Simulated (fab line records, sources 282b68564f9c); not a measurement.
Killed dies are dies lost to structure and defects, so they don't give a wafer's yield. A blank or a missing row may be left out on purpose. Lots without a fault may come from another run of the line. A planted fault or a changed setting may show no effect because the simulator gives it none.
fab line records | flow rit_cmos
record lots=6 wafers=18 last_day=7
route steps=202 shown PWELL@43 WELLDRIVE@50 NWELL@51 NRETRO@53 M1@202
lots that met no fault: from a run of the same line without faults
start_h: hours from the record's first day to the start of the lot's first wafer shown | wait_h: hours since the lot's step before | " the same as in the row above | L1.1+2: a row that stands for several wafers | - no value, or no start given | * or withheld: withheld | < > ~ a bound
route shown NAME@n: a module of which the file shows steps, and the number in the route of the first | usual: mean/standard deviation of fault-free wafers | same: alike in all rows | chamber/n: place in a boat | sites: the reading at each site | _std_site: their standard deviation | _edge_site: outer sites' mean less inner sites' | radius_mm: how far each site lies from the wafer's centre | mask NAME#n: copy n | behind: the tool/chamber that last shaped the wafer | hold: why the lot was held/for how many hours/how that ended | device: the transistor (n, p or np) that didn't switch | end of line: the same wafers' tests at the end of the route | a step without rows: its recipe alone | killed: dies lost to structure and defects at the first sort, not the wafer's yield | map: a wafer's dies, x killed, . not, _ none there
set.NAME: the setting as run; set.NAME@STEP: as run at that earlier step | model.NAME: the simulator's own value behind a step, which no gauge read
lots at some steps of the route; a table a step, a row a wafer
services: from which hour (start_h, from the record's first day; less than 0 if before it) a tool's chamber was out of use, for how many hours, and why
## steps
# step RIT_PWELL_PEB_04
# recipe resist=NOVOLAK temp_c=withheld time_s=withheld
# step RIT_PWELL_DEVELOP_05
# recipe resist=NOVOLAK develop_time_s=68 dev_temp_c=23
# step RIT_PWELL_OVL_MEAS_06
# usual PWELL_OVL=1.2/1.7
# columns lot.wafer tool chamber start_h wait_h PWELL_OVL[nm]
L169.1 overlay-01 - 23.64 - 2.7
L169.5 " - " " -0.4
L169.6 " - " " 1.4
L177.3 overlay-02 - 62.52 - 3.6
L177.5 " - " " 2.2
L177.6 " - " " 0.8
L182.1 overlay-02 - 88.30 - 1.0
L182.3 " - " " 2.7
L182.4 " - " " 2.6
L184.3 overlay-01 - 96.78 - 0.7
L184.5 " - " " 0.4
L184.6 " - " " 1.8
L189.3 overlay-01 - 121.94 - 1.4
L189.4 " - " " 0.3
L189.5 " - " " -0.5
L192.4 overlay-01 - 139.74 - 2.3
L192.5 " - " " 3.4
L192.6 " - " " 3.8
# step RIT_PWELL_HARDBAKE_07
# recipe resist=NOVOLAK temp_c=140 time_s=120
# step RIT_PWELL_IMPLANT_08
# recipe species=B energy_kev=170 dose_cm2=7e+13 tilt_deg=7
# step RIT_PWELL_STRIP_09
# recipe chemistry=O2 time_s=180 resist=NOVOLAK platen_temp_c=withheld power_w=500 pressure_mtorr=4000 o2_flow_sccm=4000
# usual drypump_motor_current_A=5.7/0.35
# columns lot.wafer tool chamber start_h wait_h drypump_motor_current_A rf_hours_counter_h
L169.1 plasma_asher-02 1 24.10 0.1 6.0 21
L169.5 " 0 " " 6.3 -
L169.6 " 1 " " 6.0 -
L177.3 plasma_asher-04 0 63.00 0.1 5.9 -
L177.5 " 1 " " 5.5 -
L177.6 " 0 " " 5.9 -
L182.1 plasma_asher-02 1 88.74 0.1 6.0 28
L182.3 " 1 " " 6.0 -
L182.4 " 0 " " 6.2 -
L184.3 plasma_asher-03 0 97.26 0.1 5.2 -
L184.5 " 1 " " 5.4 -
L184.6 " 0 " " 5.2 -
L189.3 plasma_asher-03 1 122.42 0.1 5.5 -
L189.4 " 0 " " 5.2 -
L189.5 " 0 " " 5.3 -
L192.4 plasma_asher-04 1 140.21 0.1 5.5 -
L192.5 " 0 " " 5.9 -
L192.6 " 1 " " 5.5 -
# step RIT_PWELL_TW_MEAS_10
# usual PWELL_TW=956/6.9
# columns lot.wafer tool chamber start_h wait_h PWELL_TW
L169.1 film_metro-01 - 24.27 0.1 960
L169.5 " - " " 959
L169.6 " - " " 959
L177.3 film_metro-02 - 63.14 0.1 961
L177.5 " - " " 961
L177.6 " - " " 957
L182.1 film_metro-02 - 88.91 0.1 960
L182.3 " - " " 959
L182.4 " - " " 960
L184.3 film_metro-02 - 97.40 0.1 961
L184.5 " - " " 972
L184.6 " - " " 961
L189.3 film_metro-04 - 122.56 0.1 951
L189.4 " - " " 948
L189.5 " - " " 948
L192.4 film_metro-02 - 140.36 0.1 957
L192.5 " - " " 960
L192.6 " - " " 959
# step RIT_WELLDRIVE_ANNEAL_00
# recipe temp_c=1100 time_s=14700 ambient=N2
# step RIT_WELLDRIVE_RS_MEAS_01
# recipe thk_meas_gauge=four-point-probe
# usual NWELL_RS=275.3/0.85
# columns lot.wafer tool chamber start_h wait_h NWELL_RS[ohm/sq]
L169.1 film_metro-04 - 29.65 0.0 275.3
L169.5 " - " " 275.7
L169.6 " - " " 275.7
L177.3 film_metro-01 - 68.30 0.0 274.6
L177.5 " - " " 274.4
L177.6 " - " " 274.8
L182.1 film_metro-02 - 94.11 0.0 274.7
L182.3 " - " " 275.2
L182.4 " - " " 274.7
L184.3 film_metro-04 - 102.56 0.0 275.9
L184.5 " - " " 276.3
L184.6 " - " " 276.4
L189.3 film_metro-01 - 127.72 0.0 274.2
L189.4 " - " " 274.7
L189.5 " - " " 274.3
L192.4 film_metro-02 - 145.61 0.1 275.3
L192.5 " - " " 277.2
L192.6 " - " " 276.8
# step RIT_WELLDRIVE_RS_MEAS_02
# recipe thk_meas_gauge=four-point-probe
# usual PWELL_RS=429.7/1.1
# columns lot.wafer tool chamber start_h wait_h PWELL_RS[ohm/sq]
L169.1 film_metro-04 - 29.77 0.1 431.7
L169.5 " - " " 431.4
L169.6 " - " " 432.2
L177.3 film_metro-01 - 68.42 0.1 431.3
L177.5 " - " " 430.4
L177.6 " - " " 429.7
L182.1 film_metro-02 - 94.23 0.1 431.1
L182.3 " - " " 429.4
L182.4 " - " " 430.1
L184.3 film_metro-04 - 102.68 0.1 429.9
L184.5 " - " " 430.9
L184.6 " - " " 431.3
L189.3 film_metro-01 - 127.84 0.1 428.9
L189.4 " - " " 428.8
L189.5 " - " " 428.5
L192.4 film_metro-02 - 145.73 0.1 430.2
L192.5 " - " " 429.9
L192.6 " - " " 429.2
# step RIT_NRETRO_HMDS_00
# recipe prime_time_s=60 prime_temp_c=140
# step RIT_NRETRO_COAT_01
# recipe resist=NOVOLAK spin_rpm=2000 resist_thk_nm=1300
# step RIT_NRETRO_SOFTBAKE_02
# recipe resist=NOVOLAK temp_c=90 time_s=60
# usual heater_power_total_W=34.56/0.053 plate_temp_C=90.01/0.11
# columns lot.wafer tool chamber start_h wait_h heater_power_total_W plate_temp_C
L169.1 litho_track-04 0 30.19 0.1 34.49 90.02
L169.5 " 0 " " 34.45 90.03
L169.6 " 0 " " 34.52 89.94
L177.3 litho_track-01 0 68.85 0.1 34.62 90.00
L177.5 " 0 " " 34.53 89.89
L177.6 " 0 " " 34.61 89.96
L182.1 litho_track-01 0 94.65 0.1 33.35 87.62
L182.3 " 0 " " 33.26 87.55
L182.4 " 0 " " 33.36 87.55
L184.3 litho_track-01 0 103.11 0.1 33.31 87.60
L184.5 " 0 " " 33.35 87.69
L184.6 " 0 " " 33.30 87.87
L189.3 litho_track-04 0 128.27 0.1 34.58 89.98
L189.4 " 0 " " 34.58 90.10
L189.5 " 0 " " 34.53 90.02
L192.4 litho_track-02 0 146.17 0.1 34.44 89.87
L192.5 " 0 " " 34.63 89.96
L192.6 " 0 " " 34.52 90.02
# step RIT_NRETRO_EXPOSE_03
# recipe mask_id=M4 na=0.57 target_cd_nm=43900 dose_mj=250
# step RIT_NRETRO_PEB_04
# recipe resist=NOVOLAK temp_c=withheld time_s=withheld
# step RIT_NRETRO_DEVELOP_05
# recipe resist=NOVOLAK develop_time_s=68 dev_temp_c=23
# usual developer_temp_C=22.98/0.11
# columns lot.wafer tool chamber start_h wait_h developer_temp_C model.NOVOLAK_of_NRETRO_COAT_01.thk_nm
L169.1 litho_track-04 0 - - 23.03 1299
L169.5 " 0 " " 23.11 1301
L169.6 " 0 " " 22.97 1303
L177.3 litho_track-04 0 - - 22.96 1301
L177.5 " 0 " " 22.97 1297
L177.6 " 0 " " 23.26 1296
L182.1 litho_track-01 0 - - 22.99 1309
L182.3 " 0 " " 22.82 1311
L182.4 " 0 " " 22.84 1308
L184.3 litho_track-01 0 - - 23.24 1306
L184.5 " 0 " " 23.03 1306
L184.6 " 0 " " 23.16 1307
L189.3 litho_track-04 0 - - 23.01 1298
L189.4 " 0 " " 22.80 1296
L189.5 " 0 " " 23.20 1297
L192.4 litho_track-04 0 - - 22.73 1303
L192.5 " 0 " " 23.00 1307
L192.6 " 0 " " 22.86 1297
# step RIT_NRETRO_OVL_MEAS_06
# usual NRETRO_OVL=-0.2/1.5
# columns lot.wafer tool chamber start_h wait_h NRETRO_OVL[nm]
L169.1 overlay-02 - 30.90 - 2.5
L169.5 " - " " 0.8
L169.6 " - " " 0.6
L177.3 overlay-01 - 69.75 - 1.7
L177.5 " - " " 0.7
L177.6 " - " " 1.0
L182.1 overlay-01 - 95.23 - 3.8
L182.3 " - " " 2.0
L182.4 " - " " 4.0
L184.3 overlay-01 - 103.66 - -1.6
L184.5 " - " " -0.9
L184.6 " - " " -0.7
L189.3 overlay-01 - 128.81 - 0.4
L189.4 " - " " 0.7
L189.5 " - " " 0.3
L192.4 overlay-02 - 146.69 - 0.0
L192.5 " - " " -2.0
L192.6 " - " " -1.7
# step RIT_M1_PROBE_99
# usual killed_at_M0_to_M3=0.0/0.14 killed_at_front_end=7/3 killed_dies=7/3.1 killed_on_rim=1.9/1.3 killed_open=3.4/2.1 killed_short=3.2/1.9
# same gross_dies=264 killed_at_M4_up=0 killed_at_back_side=0 killed_at_contacts=0 killed_at_other=0
# columns lot.wafer tool chamber start_h wait_h killed_at_M0_to_M3 killed_at_front_end killed_dies killed_on_rim killed_open killed_short
L169.1 prober-01 - 58.45 0.1 0 5 5 1 2 3
L169.5 prober-01 - 58.65 0.2 0 3 3 3 2 1
L169.6 prober-01 - 58.70 0.2 0 6 6 1 5 1
L177.3 prober-02 - 99.66 0.2 0 8 8 4 5 3
L177.5 prober-02 - 99.76 0.2 0 7 7 1 3 4
L177.6 prober-02 - 99.81 0.2 1 9 10 4 5 5
L182.1 prober-01 - 123.58 0.1 0 6 6 0 4 2
L182.3 prober-01 - 123.68 0.2 0 14 14 5 10 4
L182.4 prober-01 - 123.73 0.2 0 7 7 0 3 4
L184.3 prober-01 - 131.39 0.2 0 1 1 0 1 0
L184.5 prober-01 - 131.49 0.2 0 4 4 3 2 2
L184.6 prober-01 - 131.54 0.2 0 5 5 3 3 2
L189.3 prober-02 - 159.93 0.2 0 17 17 6 9 8
L189.4 prober-02 - 159.98 0.2 0 7 7 3 4 3
L189.5 prober-02 - 160.03 0.2 0 7 7 1 3 4
L192.4 prober-01 - 175.24 0.2 0 7 7 1 3 4
L192.5 prober-01 - 175.29 0.2 0 6 6 2 4 2
L192.6 prober-01 - 175.34 0.2 0 3 3 1 1 2
# killed by level:class
L169.1 GATE:geometric_particle:short=3 FOX2:geometric_particle:open=1 GATE:geometric_particle:open=1
L169.5 GATE:geometric_particle:open=1 REOX:geometric_particle:short=1 REOX:geometric_particle:open=1
L169.6 GATE:geometric_particle:open=3 FOX1:geometric_particle:open=1 REOX:geometric_particle:short=1 REOX:geometric_particle:open=1
L177.3 GATE:geometric_particle:open=3 GATE:geometric_particle:short=2 FOX1:geometric_particle:open=1 FOX2:geometric_particle:open=1 REOX:geometric_particle:short=1
L177.5 GATE:geometric_particle:short=2 SILICIDE:geometric_particle:open=2 FOX2:geometric_particle:short=1 GATE:geometric_particle:open=1 SILICIDE:geometric_particle:short=1
L177.6 GATE:geometric_particle:open=3 FOX1:geometric_particle:short=2 SILICIDE:geometric_particle:short=2 REOX:geometric_particle:short=1 SPACER:geometric_particle:open=1 M1:geometric_particle:open=1
L182.1 GATE:geometric_particle:open=3 GATE:geometric_particle:short=1 REOX:geometric_particle:short=1 REOX:geometric_particle:open=1
L182.3 REOX:geometric_particle:open=5 GATE:geometric_particle:open=3 SILICIDE:geometric_particle:open=2 FOX1:geometric_particle:short=1 GATE:geometric_particle:short=1 REOX:geometric_particle:short=1 SILICIDE:geometric_particle:short=1
L182.4 FOX1:geometric_particle:short=2 GATE:geometric_particle:open=2 GATE:geometric_particle:short=1 REOX:geometric_particle:short=1 SILICIDE:geometric_particle:open=1
L184.3 SILICIDE:geometric_particle:open=1
L184.5 GATE:geometric_particle:open=2 REOX:geometric_particle:short=1 SPACER:geometric_particle:short=1
L184.6 FOX1:geometric_particle:open=1 GATE:geometric_particle:short=1 GATE:geometric_particle:open=1 SPACER:geometric_particle:open=1 SPACER:geometric_particle:short=1
L189.3 GATE:geometric_particle:open=5 REOX:geometric_particle:short=4 REOX:geometric_particle:open=2 SILICIDE:geometric_particle:short=2 FOX1:geometric_particle:open=1 FOX2:geometric_particle:short=1 FOX2:geometric_particle:open=1 GATE:geometric_particle:short=1
L189.4 SPACER:geometric_particle:open=2 GATE:geometric_particle:short=1 GATE:geometric_particle:open=1 REOX:geometric_particle:open=1 REOX:geometric_particle:short=1 SILICIDE:geometric_particle:short=1
L189.5 FOX2:geometric_particle:short=1 GATE:geometric_particle:open=1 REOX:geometric_particle:short=1 SPACER:geometric_particle:open=1 SPACER:geometric_particle:short=1 SILICIDE:geometric_particle:open=1 SILICIDE:geometric_particle:short=1
L192.4 FOX1:geometric_particle:open=1 FOX2:geometric_particle:short=1 GATE:geometric_particle:open=1 GATE:geometric_particle:short=1 REOX:geometric_particle:open=1 SPACER:geometric_particle:short=1 SILICIDE:geometric_particle:short=1
L192.5 FOX2:geometric_particle:open=2 GATE:geometric_particle:short=2 GATE:geometric_particle:open=1 SPACER:geometric_particle:open=1
L192.6 FOX2:geometric_particle:short=1 SPACER:geometric_particle:open=1 SPACER:geometric_particle:short=1
## services
# columns tool chamber start_h hours kind
plasma_asher-04 - 71.49 0.9 repair
plasma_asher-03 - 114.87 0.8 repair
## key
first_sign step=RIT_NRETRO_SOFTBAKE_02 reading=heater_power_total_W direction=down sigmas=23 usual=34.56 struck=33.32
effect step=RIT_NRETRO_SOFTBAKE_02 reading=plate_temp_C direction=down sigmas=22 usual=* struck=*
model_effect step=RIT_NRETRO_DEVELOP_05 value=NOVOLAK_of_NRETRO_COAT_01.thk_nm without=1299 struck=1308
met_at RIT_NRETRO_SOFTBAKE_02
struck_wafers L182.1,L182.3,L182.4,L184.3,L184.5,L184.6
tester_left_out L182,L184
onset_between 68.85 94.65
fault kind=process_parameter_drift tool=litho_track-01 chamber=- onset_h=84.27 steps=RIT_NRETRO_SOFTBAKE_02 channel=temp_c offset=* shape=step end_h=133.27 acts_in=* stated=*
# tester_left_out: of these lots the tester's yield and bins aren't shown, on N5 and GAA mostly nor the transistor test; their killed dies are dies lost to structure and defects alone, not to doping, threshold or leakage, so they don't give the yield
